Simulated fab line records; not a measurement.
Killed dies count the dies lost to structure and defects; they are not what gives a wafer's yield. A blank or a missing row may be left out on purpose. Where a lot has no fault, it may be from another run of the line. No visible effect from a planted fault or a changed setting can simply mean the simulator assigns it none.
fab line records	flow rit_cmos
[record] lots = 6	wafers = 18	last_day = 7
route steps=202 shown SPACER@127 NSD@131 PSD@142 SDANNEAL@153 PLDD@159 M1@202
lots untouched by any fault: they come from a run of this same line in which no faults occurred
start_h: hours from the record's first day to the start of the lot's first wafer shown	wait_h: how many hours have passed since the lot's step before this one	" identical to the entry in the row above	L1.1+2: several wafers, shown together as one row	- either no value or no given start	* or withheld: withheld	< > ~ a bound
route shown NAME@n: NAME is a module with steps in the file, n the number in the route of the first one	usual: mean/standard deviation taken from wafers without a fault	same: alike in all rows	chamber/n: place in a boat	sites: each site's reading	_std_site: the standard deviation of these	_edge_site: outer sites' mean less inner sites'	radius_mm: for every site, how far away it sits from the centre of the wafer	mask NAME#n: copy n	behind: tool/chamber where the wafer was last shaped	hold: the reason the lot was held/the length of the hold in hours/how it ended	device: the n, p or np transistor that did not switch	end of line: at the end of the route, the tests of the same wafers	a step with no rows: only its recipe	killed: dies that structure and defects cost at the first sort, which is not the same as the wafer's yield	map: shows each die of a wafer: x if killed, . if not, _ if none is there
set.NAME: the run value of the setting; set.NAME@STEP: its run value at that earlier step	model.NAME: the simulator's own value behind a step, which no gauge read
lots at some steps of the route; a table a step, a row a wafer
services: the hour from which a tool's chamber was out of use, counted from the record's first day as start_h (under 0 if before that day), plus the number of hours and why
[[steps]]
[step RIT_SPACER_CLEAN_02]
[recipe] chemistry = SC2	mix = 3:3:50	time_s = 600	temp_c = 75	dry = n2_spin
[step RIT_SPACER_CVD_03]
[recipe] material = Si3N4	target_thk_nm = 250	temp_c = 810	precursor = SiH2Cl2/NH3	time_s = 3300	pressure_mtorr = 300	sih2cl2_flow_sccm = 60	nh3_flow_sccm = 150
[step RIT_SPACER_THK_MEAS_04]
[recipe] reads = Si3N4_of_SPACER_CVD_03
[usual] SPACER_NITRIDE_THK = 250.4/2.5
lot.wafer	tool	chamber	start_h	wait_h	SPACER_NITRIDE_THK[nm]
L614.1	film_metro-03	-	69.01	0.0	250.5
L614.4	"	-	"	"	250.0
L614.6	"	-	"	"	248.6
L615.1	film_metro-02	-	73.54	0.0	245.5
L615.2	"	-	"	"	246.5
L615.4	"	-	"	"	243.5
L621.2	film_metro-02	-	104.94	0.0	250.9
L621.3	"	-	"	"	251.8
L621.6	"	-	"	"	251.8
L622.3	film_metro-01	-	108.59	0.0	249.7
L622.4	"	-	"	"	248.4
L622.6	"	-	"	"	249.1
L626.3	film_metro-03	-	136.96	0.0	250.3
L626.4	"	-	"	"	249.3
L626.6	"	-	"	"	253.3
L633.3	film_metro-01	-	167.85	0.0	250.9
L633.4	"	-	"	"	251.9
L633.5	"	-	"	"	251.2
[step RIT_SPACER_ETCHBACK_05]
[recipe] target_depth_a = 2500	SF6_flow_sccm = 30	CHF3_flow_sccm = 30	target = Si3N4	chemistry = SF6/CHF3	pressure_mtorr = 40	rf_w = 250	time_s = 246.9	stop_on = SiO2
[usual] CHF3_flow_sccm = 30.00/0.089	drypump_motor_current_A = 5.80/0.28	oes_product_au = 0.845/0.015	throttle_valve_pct = 10.28/0.17
lot.wafer	tool	chamber	start_h	wait_h	CHF3_flow_sccm	drypump_motor_current_A	oes_product_au	rf_hours_counter_h	throttle_valve_pct
L614.1	rie_diel-03	0	69.07	0.1	29.94	5.83	0.814	99	10.54
L614.4	"	2	"	"	29.96	6.42	0.836	150	10.14
L614.6	"	1	"	"	29.96	5.91	0.841	-	10.45
L615.1	rie_diel-03	3	73.60	0.1	30.01	6.09	0.828	3	10.41
L615.2	"	2	"	"	30.01	6.40	0.826	150	10.13
L615.4	"	1	"	"	30.07	5.95	0.827	132	10.44
L621.2	rie_diel-01	1	104.99	0.0	30.01	5.81	0.842	5	10.37
L621.3	"	3	"	"	29.95	5.98	0.859	87	10.08
L621.6	"	3	"	"	30.13	5.95	0.863	-	10.08
L622.3	rie_diel-01	1	108.63	0.0	29.96	5.83	0.845	5	10.38
L622.4	"	3	"	"	29.91	5.98	0.855	87	10.07
L622.6	"	2	"	"	30.01	5.48	0.859	-	10.39
L626.3	rie_diel-01	1	137.00	0.0	30.03	5.85	0.841	6	10.38
L626.4	"	2	"	"	30.03	5.52	0.851	123	10.36
L626.6	"	2	"	"	29.95	5.47	0.854	-	10.38
L633.3	rie_diel-01	3	167.89	0.0	29.90	5.96	0.851	88	10.07
L633.4	"	2	"	"	29.87	5.48	0.854	124	10.37
L633.5	"	0	"	"	29.90	5.83	0.867	-	10.10
[step RIT_NSD_HMDS_00]
[recipe] prime_time_s = 60	prime_temp_c = 140
[step RIT_NSD_COAT_01]
[recipe] resist = NOVOLAK	spin_rpm = 3250	resist_thk_nm = 1000
[step RIT_NSD_SOFTBAKE_02]
[recipe] resist = NOVOLAK	temp_c = 90	time_s = 60
[step RIT_NSD_EXPOSE_03]
[recipe] mask_id = M9	na = 0.57	target_cd_nm = 40700	dose_mj = 250
[step RIT_NSD_PEB_04]
[recipe] resist = NOVOLAK	temp_c = withheld	time_s = withheld
[step RIT_NSD_DEVELOP_05]
[recipe] resist = NOVOLAK	develop_time_s = 50	dev_temp_c = 23
[step RIT_NSD_OVL_MEAS_06]
[usual] NSD_OVL = 0.4/1.5
lot.wafer	tool	chamber	start_h	wait_h	NSD_OVL[nm]
L614.1	overlay-02	-	70.07	-	0.9
L614.4	"	-	"	"	0.9
L614.6	"	-	"	"	1.8
L615.1	overlay-01	-	74.82	-	1.3
L615.2	"	-	"	"	0.8
L615.4	"	-	"	"	0.6
L621.2	overlay-01	-	106.00	-	-0.7
L621.3	"	-	"	"	-2.6
L621.6	"	-	"	"	-0.2
L622.3	overlay-01	-	109.64	-	-0.7
L622.4	"	-	"	"	-1.6
L622.6	"	-	"	"	1.1
L626.3	overlay-01	-	138.14	-	-1.0
L626.4	"	-	"	"	0.4
L626.6	"	-	"	"	0.0
L633.3	overlay-01	-	168.90	-	3.0
L633.4	"	-	"	"	2.5
L633.5	"	-	"	"	2.7
[step RIT_NSD_HARDBAKE_07]
[recipe] resist = NOVOLAK	temp_c = 140	time_s = 60
[step RIT_NSD_IMPLANT_08]
[recipe] species = P	energy_kev = 25	dose_cm2 = 1e+15	tilt_deg = 7
[usual] beam_energy_keV = 24.999/0.0078	beam_on_s = 10.01/0.19
lot.wafer	tool	chamber	start_h	wait_h	beam_energy_keV	beam_on_s	model.implant.rp_nm	model.implant.drp_nm
L614.1	implanter-02	0	70.26	0.1	24.989	10.26	32.26	14.84
L614.4	"	0	"	"	24.999	10.11	32.26	14.84
L614.6	"	0	"	"	25.001	9.80	32.26	14.84
L615.1	implanter-02	0	75.01	0.1	25.002	9.95	31.21	14.84
L615.2	"	0	"	"	25.003	10.32	31.21	14.84
L615.4	"	0	"	"	25.005	10.10	31.21	14.84
L621.2	implanter-02	0	106.20	0.1	20.500	9.97	27.74	13.16
L621.3	"	0	"	"	20.511	10.25	27.74	13.16
L621.6	"	0	"	"	20.512	10.62	27.74	13.16
L622.3	implanter-02	0	109.86	0.1	20.505	9.82	27.76	13.16
L622.4	"	0	"	"	20.492	9.71	27.76	13.16
L622.6	"	0	"	"	20.495	9.66	27.76	13.16
L626.3	implanter-04	0	138.36	0.1	25.001	10.00	32.95	14.84
L626.4	"	0	"	"	25.012	10.08	32.95	14.84
L626.6	"	0	"	"	25.011	10.29	32.95	14.84
L633.3	implanter-04	0	169.12	0.1	25.007	9.79	32.08	14.84
L633.4	"	0	"	"	24.999	10.00	32.08	14.84
L633.5	"	0	"	"	24.991	9.85	32.08	14.84
[step RIT_NSD_STRIP_09]
[recipe] chemistry = O2	time_s = 180	resist = NOVOLAK	platen_temp_c = withheld	power_w = 500	pressure_mtorr = 4000	o2_flow_sccm = 4000
[usual] drypump_motor_current_A = 6.06/0.25
lot.wafer	tool	chamber	start_h	wait_h	drypump_motor_current_A	rf_hours_counter_h
L614.1	plasma_asher-04	1	70.41	0.1	6.38	39
L614.4	"	1	"	"	6.41	-
L614.6	"	0	"	"	6.03	-
L615.1	plasma_asher-03	1	75.16	0.1	5.98	30
L615.2	"	0	"	"	6.13	30
L615.4	"	1	"	"	5.97	-
L621.2	plasma_asher-04	1	106.33	0.1	6.39	43
L621.3	"	0	"	"	6.04	-
L621.6	"	0	"	"	6.05	-
L622.3	plasma_asher-03	1	110.02	0.1	5.97	-
L622.4	"	0	"	"	6.15	-
L622.6	"	0	"	"	6.15	-
L626.3	plasma_asher-01	0	138.52	0.1	5.67	-
L626.4	"	1	"	"	5.69	-
L626.6	"	0	"	"	5.66	-
L633.3	plasma_asher-04	0	169.28	0.1	6.07	-
L633.4	"	1	"	"	6.41	-
L633.5	"	1	"	"	6.37	-
[step RIT_NSD_TW_MEAS_10]
[usual] NSD_TW = 3101/31
lot.wafer	tool	chamber	start_h	wait_h	NSD_TW
L614.1	film_metro-04	-	70.59	0.1	3122
L614.4	"	-	"	"	3129
L614.6	"	-	"	"	3115
L615.1	film_metro-04	-	75.33	0.1	3146
L615.2	"	-	"	"	3137
L615.4	"	-	"	"	3127
L621.2	film_metro-04	-	106.51	0.1	2982
L621.3	"	-	"	"	2985
L621.6	"	-	"	"	2984
L622.3	film_metro-01	-	110.16	0.1	2908
L622.4	"	-	"	"	2897
L622.6	"	-	"	"	2903
L626.3	film_metro-02	-	138.66	0.1	3107
L626.4	"	-	"	"	3082
L626.6	"	-	"	"	3090
L633.3	film_metro-04	-	169.42	0.1	3152
L633.4	"	-	"	"	3149
L633.5	"	-	"	"	3146
[step RIT_PSD_HMDS_00]
[recipe] prime_time_s = 60	prime_temp_c = 140
[step RIT_PSD_COAT_01]
[recipe] resist = NOVOLAK	spin_rpm = 3250	resist_thk_nm = 1000
[step RIT_PSD_SOFTBAKE_02]
[recipe] resist = NOVOLAK	temp_c = 90	time_s = 60
[step RIT_PSD_EXPOSE_03]
[recipe] mask_id = M10	na = 0.57	target_cd_nm = 40900	dose_mj = 250
[step RIT_PSD_PEB_04]
[recipe] resist = NOVOLAK	temp_c = withheld	time_s = withheld
[step RIT_PSD_DEVELOP_05]
[recipe] resist = NOVOLAK	develop_time_s = 51.19	dev_temp_c = 23
[step RIT_PSD_OVL_MEAS_06]
[usual] PSD_OVL = -1.1/1.5
lot.wafer	tool	chamber	start_h	wait_h	PSD_OVL[nm]
L614.1	overlay-02	-	71.50	-	-1.7
L614.4	"	-	"	"	-0.4
L614.6	"	-	"	"	0.8
L615.1	overlay-01	-	76.37	-	-1.4
L615.2	"	-	"	"	-3.8
L615.4	"	-	"	"	-2.4
L621.2	overlay-02	-	107.42	-	-1.2
L621.3	"	-	"	"	-0.1
L621.6	"	-	"	"	-3.4
L622.3	overlay-01	-	111.06	-	-1.5
L622.4	"	-	"	"	-0.9
L622.6	"	-	"	"	-0.6
L626.3	overlay-01	-	139.68	-	-2.6
L626.4	"	-	"	"	-3.5
L626.6	"	-	"	"	-2.4
L633.3	overlay-02	-	170.32	-	-1.6
L633.4	"	-	"	"	-1.9
L633.5	"	-	"	"	-2.7
[step RIT_PSD_HARDBAKE_07]
[recipe] resist = NOVOLAK	temp_c = 140	time_s = 60
[step RIT_PSD_IMPLANT_08]
[recipe] species = BF2	energy_kev = 27	dose_cm2 = 5e+15	tilt_deg = 7
[step RIT_PSD_STRIP_09]
[recipe] chemistry = O2	time_s = 180	resist = NOVOLAK	platen_temp_c = withheld	power_w = 500	pressure_mtorr = 4000	o2_flow_sccm = 4000
[usual] drypump_motor_current_A = 6.03/0.19
lot.wafer	tool	chamber	start_h	wait_h	drypump_motor_current_A	rf_hours_counter_h
L614.1	plasma_asher-03	0	71.83	0.1	6.14	29
L614.4	"	0	"	"	6.16	-
L614.6	"	0	"	"	6.16	-
L615.1	plasma_asher-02	1	76.70	0.1	5.71	44
L615.2	"	0	"	"	6.02	44
L615.4	"	1	"	"	5.70	-
L621.2	plasma_asher-04	1	107.75	0.1	6.40	44
L621.3	"	0	"	"	6.03	-
L621.6	"	0	"	"	6.05	-
L622.3	plasma_asher-03	1	111.44	0.1	5.96	-
L622.4	"	0	"	"	6.16	-
L622.6	"	0	"	"	6.14	-
L626.3	plasma_asher-02	1	140.06	0.1	5.74	-
L626.4	"	0	"	"	6.04	-
L626.6	"	1	"	"	5.73	-
L633.3	plasma_asher-03	0	170.70	0.1	6.15	-
L633.4	"	1	"	"	5.93	-
L633.5	"	1	"	"	5.95	-
[step RIT_PSD_TW_MEAS_10]
[usual] PSD_TW = 3413/31
lot.wafer	tool	chamber	start_h	wait_h	PSD_TW
L614.1	film_metro-04	-	72.01	0.1	3447
L614.4	"	-	"	"	3430
L614.6	"	-	"	"	3457
L615.1	film_metro-02	-	76.88	0.1	3413
L615.2	"	-	"	"	3425
L615.4	"	-	"	"	3411
L621.2	film_metro-01	-	107.93	0.1	3369
L621.3	"	-	"	"	3362
L621.6	"	-	"	"	3375
L622.3	film_metro-04	-	111.58	0.1	3444
L622.4	"	-	"	"	3445
L622.6	"	-	"	"	3442
L626.3	film_metro-04	-	140.20	0.1	3440
L626.4	"	-	"	"	3456
L626.6	"	-	"	"	3443
L633.3	film_metro-02	-	170.84	0.1	3427
L633.4	"	-	"	"	3414
L633.5	"	-	"	"	3421
[step RIT_SDANNEAL_CLEAN_00]
[recipe] chemistry = SC1	mix = 3:3:50	time_s = 600	temp_c = 73.87
[step RIT_SDANNEAL_CLEAN_01]
[recipe] chemistry = dHF	dilution = 50:1	time_s = 30
[step RIT_SDANNEAL_CLEAN_02]
[recipe] chemistry = SC2	mix = 3:3:50	time_s = 600	temp_c = 75	dry = n2_spin
[step RIT_SDANNEAL_RTA_03]
[recipe] temp_c = 1050	time_s = 5	idle_temp_c = 600	ramp_up_c_per_s = 342	ramp_down_c_per_s = 171	cool_to_c = 600	ambient = N2
[usual] wafer_temp_C_max = 1053.5/1.2
lot.wafer	tool	chamber	start_h	wait_h	wafer_temp_C_max
L614.1	rtp_anneal-02	0	72.43	0.0	1054.2
L614.4	"	0	"	"	1054.2
L614.6	"	0	"	"	1053.1
L615.1	rtp_anneal-01	0	77.30	0.0	1054.5
L615.2	"	0	"	"	1052.4
L615.4	"	0	"	"	1053.9
L621.2	rtp_anneal-01	0	108.36	0.0	1055.3
L621.3	"	0	"	"	1053.1
L621.6	"	0	"	"	1053.3
L622.3	rtp_anneal-02	0	112.00	0.0	1053.0
L622.4	"	0	"	"	1054.0
L622.6	"	0	"	"	1052.6
L626.3	rtp_anneal-02	0	140.63	0.0	1053.5
L626.4	"	0	"	"	1054.3
L626.6	"	0	"	"	1054.0
L633.3	rtp_anneal-01	0	171.30	0.0	1055.0
L633.4	"	0	"	"	1052.5
L633.5	"	0	"	"	1053.0
[step RIT_SDANNEAL_RS_MEAS_04]
[recipe] thk_meas_gauge = four-point-probe
[usual] PSD_RS = 115.90/0.28
lot.wafer	tool	chamber	start_h	wait_h	PSD_RS[ohm/sq]
L614.1	film_metro-02	-	72.49	0.0	115.91
L614.4	"	-	"	"	115.65
L614.6	"	-	"	"	115.52
L615.1	film_metro-01	-	77.36	0.0	116.00
L615.2	"	-	"	"	115.78
L615.4	"	-	"	"	116.23
L621.2	film_metro-02	-	108.43	0.1	115.72
L621.3	"	-	"	"	115.64
L621.6	"	-	"	"	115.90
L622.3	film_metro-01	-	112.08	0.1	115.32
L622.4	"	-	"	"	115.11
L622.6	"	-	"	"	115.79
L626.3	film_metro-01	-	140.71	0.1	115.85
L626.4	"	-	"	"	115.84
L626.6	"	-	"	"	116.28
L633.3	film_metro-01	-	171.38	0.1	115.92
L633.4	"	-	"	"	115.78
L633.5	"	-	"	"	116.02
[step RIT_SDANNEAL_RS_MEAS_05]
[recipe] thk_meas_gauge = four-point-probe
[usual] NSD_RS = 84.6/0.31
lot.wafer	tool	chamber	start_h	wait_h	NSD_RS[ohm/sq]
L614.1	film_metro-02	-	72.61	0.1	84.6
L614.4	"	-	"	"	84.2
L614.6	"	-	"	"	84.6
L615.1	film_metro-01	-	77.48	0.1	84.5
L615.2	"	-	"	"	84.6
L615.4	"	-	"	"	84.4
L621.2	film_metro-02	-	108.55	0.1	86.8
L621.3	"	-	"	"	86.8
L621.6	"	-	"	"	86.5
L622.3	film_metro-01	-	112.20	0.1	86.9
L622.4	"	-	"	"	86.7
L622.6	"	-	"	"	86.9
L626.3	film_metro-01	-	140.83	0.1	84.5
L626.4	"	-	"	"	84.7
L626.6	"	-	"	"	84.6
L633.3	film_metro-01	-	171.50	0.1	84.6
L633.4	"	-	"	"	84.2
L633.5	"	-	"	"	84.2
[step RIT_SDANNEAL_RS_MEAS_06]
[recipe] thk_meas_gauge = four-point-probe
[usual] PLDD_RS = 178.6/0.39
lot.wafer	tool	chamber	start_h	wait_h	PLDD_RS[ohm/sq]
L614.1	film_metro-02	-	72.73	0.1	178.8
L614.4	"	-	"	"	178.4
L614.6	"	-	"	"	178.5
L615.1	film_metro-01	-	77.60	0.1	178.6
L615.2	"	-	"	"	178.9
L615.4	"	-	"	"	178.3
L621.2	film_metro-02	-	108.67	0.1	178.7
L621.3	"	-	"	"	178.7
L621.6	"	-	"	"	178.5
L622.3	film_metro-01	-	112.32	0.1	178.7
L622.4	"	-	"	"	178.1
L622.6	"	-	"	"	178.7
L626.3	film_metro-01	-	140.95	0.1	178.1
L626.4	"	-	"	"	177.9
L626.6	"	-	"	"	178.4
L633.3	film_metro-01	-	171.62	0.1	178.3
L633.4	"	-	"	"	178.2
L633.5	"	-	"	"	178.3
[step RIT_M1_PROBE_99]
[usual] killed_at_contacts = 0.0/0.2	killed_at_front_end = 6.6/2.8	killed_dies = 6.6/2.8	killed_open = 3.3/1.9	killed_short = 3.2/1.8
[same] gross_dies = 264	killed_at_M0_to_M3 = 0	killed_at_M4_up = 0	killed_at_back_side = 0	killed_at_other = 0
lot.wafer	tool	chamber	start_h	wait_h	killed_at_contacts	killed_at_front_end	killed_dies	killed_open	killed_short	model.etest.contact_nplus.end_ohm_um	model.etest.nmos_0p15.junction_log10_a_um	model.etest.nmos_narrow.off_log10_a_um	model.etest.gate_end_array.leak_log10_a_um	model.etest.nmos_0p3.off_log10_a_um
L614.1	prober-02	-	79.82	0.1	1	4	5	4	1	42.59	-13.6	-13.35	-12.97	-13.06
L614.4	prober-02	-	79.97	0.2	0	5	5	2	3	40.87	-13.49	-13.27	-12.92	-13.1
L614.6	prober-02	-	80.07	0.2	0	7	7	3	4	41.29	-13.45	-13.23	-13.02	-13.15
L615.1	prober-01	-	84.81	0.1	0	4	4	0	4	41.8	-13.32	-13.2	-12.85	-13.1
L615.2	prober-01	-	84.86	0.1	0	10	10	9	1	42.78	-13.51	-13.23	-12.85	-13.06
L615.4	prober-01	-	84.96	0.2	0	6	6	4	2	42.35	-13.52	-13.13	-12.74	-12.95
L621.2	prober-01	-	116.11	0.1	0	5	5	3	2	48.95	-13.08	-12.92	-12.69	-12.92
L621.3	prober-01	-	116.16	0.2	0	5	5	2	3	49.03	-13.18	-12.97	-12.69	-12.86
L621.6	prober-01	-	116.31	0.2	0	5	5	3	2	48.19	-12.93	-12.98	-12.59	-12.78
L622.3	prober-02	-	119.52	0.2	0	7	7	2	5	47.48	-13.34	-12.97	-12.84	-12.99
L622.4	prober-02	-	119.57	0.2	0	14	14	8	6	46.65	-13.49	-13.06	-12.66	-12.91
L622.6	prober-02	-	119.67	0.2	1	10	11	3	8	49.19	-13.23	-12.97	-12.54	-12.84
L626.3	prober-02	-	148.31	0.2	0	2	2	2	0	39.29	-13.66	-13.14	-12.82	-12.98
L626.4	prober-02	-	148.36	0.2	0	5	5	2	3	41.03	-13.62	-13.28	-12.75	-12.95
L626.6	prober-02	-	148.46	0.2	0	7	7	2	5	41.4	-13.6	-13.22	-12.79	-12.93
L633.3	prober-01	-	179.04	0.2	0	8	8	3	5	41.23	-13.57	-13.09	-12.88	-13.04
L633.4	prober-01	-	179.09	0.2	0	8	8	5	3	41.55	-13.45	-13.28	-12.68	-12.9
L633.5	prober-01	-	179.14	0.2	0	5	5	2	3	41.45	-13.65	-13.17	-12.93	-13.07
// killed by level:class
L614.1 FOX1:geometric_particle:open=1 FOX2:geometric_particle:open=1 GATE:geometric_particle:open=1 SILICIDE:geometric_particle:short=1 CONTACT:geometric_particle:open=1
L614.4 GATE:geometric_particle:short=2 FOX1:geometric_particle:open=1 FOX2:geometric_particle:short=1 GATE:geometric_particle:open=1
L614.6 GATE:geometric_particle:open=2 SILICIDE:geometric_particle:short=2 FOX1:geometric_particle:open=1 GATE:geometric_particle:short=1 SPACER:geometric_particle:short=1
L615.1 SILICIDE:geometric_particle:short=3 FOX1:geometric_particle:short=1
L615.2 FOX1:geometric_particle:open=5 SILICIDE:geometric_particle:open=2 FOX2:geometric_particle:open=1 REOX:geometric_particle:open=1 SILICIDE:geometric_particle:short=1
L615.4 GATE:geometric_particle:open=2 REOX:geometric_particle:open=2 FOX1:geometric_particle:short=1 GATE:geometric_particle:short=1
L621.2 FOX2:geometric_particle:open=2 FOX1:geometric_particle:short=1 SPACER:geometric_particle:short=1 SPACER:geometric_particle:open=1
L621.3 FOX1:geometric_particle:short=2 ACTIVE:geometric_particle:open=1 GATE:geometric_particle:open=1 GATE:geometric_particle:short=1
L621.6 FOX1:geometric_particle:short=1 GATE:geometric_particle:open=1 GATE:geometric_particle:short=1 REOX:geometric_particle:open=1 SILICIDE:geometric_particle:open=1
L622.3 FOX2:geometric_particle:short=2 REOX:geometric_particle:short=2 FOX2:geometric_particle:open=1 GATE:geometric_particle:open=1 GATE:geometric_particle:short=1
L622.4 GATE:geometric_particle:short=3 GATE:geometric_particle:open=3 FOX2:geometric_particle:short=2 FOX2:geometric_particle:open=2 FOX1:geometric_particle:open=1 REOX:geometric_particle:open=1 SPACER:geometric_particle:open=1 SILICIDE:geometric_particle:short=1
L622.6 FOX2:geometric_particle:short=4 FOX1:geometric_particle:short=1 GATE:geometric_particle:short=1 GATE:geometric_particle:open=1 SPACER:geometric_particle:open=1 SILICIDE:geometric_particle:open=1 SILICIDE:geometric_particle:short=1 CONTACT:geometric_particle:short=1
L626.3 FOX1:geometric_particle:open=1 GATE:geometric_particle:open=1
L626.4 SILICIDE:geometric_particle:short=2 FOX1:geometric_particle:short=1 FOX1:geometric_particle:open=1 REOX:geometric_particle:open=1
L626.6 GATE:geometric_particle:short=3 SILICIDE:geometric_particle:short=2 GATE:geometric_particle:open=1 REOX:geometric_particle:open=1
L633.3 FOX1:geometric_particle:short=2 SPACER:geometric_particle:open=2 SILICIDE:geometric_particle:short=2 GATE:geometric_particle:open=1 SPACER:geometric_particle:short=1
L633.4 FOX2:geometric_particle:open=2 GATE:geometric_particle:open=2 FOX1:geometric_particle:short=1 FOX2:geometric_particle:short=1 SPACER:geometric_particle:open=1 SPACER:geometric_particle:short=1
L633.5 SPACER:geometric_particle:short=2 FOX2:geometric_particle:open=1 GATE:geometric_particle:short=1 SILICIDE:geometric_particle:open=1
[[services]]
tool	chamber	start_h	hours	kind
plasma_asher-02	-	47.67	6.0	repair
plasma_asher-03	-	57.27	5.9	repair
rie_diel-01	-	60.43	1.9	repair
plasma_asher-02	-	77.79	6.2	repair
rie_diel-03	-	101.04	41.0	repair
plasma_asher-01	-	105.85	1.3	repair
implanter-02	-	106.58	0.5	repair
plasma_asher-01	-	108.39	19.9	repair
plasma_asher-02	-	108.75	9.0	pm
plasma_asher-02	0	108.75	9.0	vent_cycle
plasma_asher-02	1	108.75	9.0	vent_cycle
plasma_asher-02	0	117.75	-	clean
plasma_asher-02	1	117.75	-	clean
rie_diel-01	3	123.45	7.3	repair
implanter-04	-	134.25	1.2	repair
rie_diel-03	0	136.82	14.8	repair
rie_diel-03	2	151.58	-	clean
rie_diel-03	2	151.58	19.4	scheduled_down
rie_diel-03	2	151.58	19.4	vent_cycle
rie_diel-01	-	170.59	2.8	pm
[[key]]
[first_sign] step = RIT_NSD_IMPLANT_08	reading = beam_energy_keV	direction = down	sigmas = 99+	usual = 24.999	struck = 20.503
[effect] step = RIT_NSD_TW_MEAS_10	reading = NSD_TW	direction = down	sigmas = 5.1	usual = 3101	struck = 2943
[effect] step = RIT_SDANNEAL_RS_MEAS_05	reading = NSD_RS	direction = up	sigmas = 7.1	usual = 84.6	struck = 86.8
[model_effect] step = RIT_NSD_IMPLANT_08	value = implant.rp_nm	without = 31.74	struck = 27.75
[model_effect] step = RIT_M1_PROBE_99	value = etest.contact_nplus.end_ohm_um	without = 42.17	struck = 48.25
met_at RIT_NSD_IMPLANT_08
struck_wafers L621.2,L621.3,L621.6,L622.3,L622.4,L622.6
tester_left_out L621,L622
onset_between 75.01 106.20
[fault] kind = process_parameter_drift	tool = implanter-02	chamber = -	onset_h = 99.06	steps = RIT_NSD_IMPLANT_08	channel = energy_kev	offset = -4.5	shape = step	end_h = 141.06	acts_in = these_recipes_only	stated = 25
// tester_left_out: of these lots the tester's yield and bins aren't shown, on N5 and GAA mostly nor the transistor test; their killed dies are dies lost to structure and defects alone, not to doping, threshold or leakage, so they don't give the yield
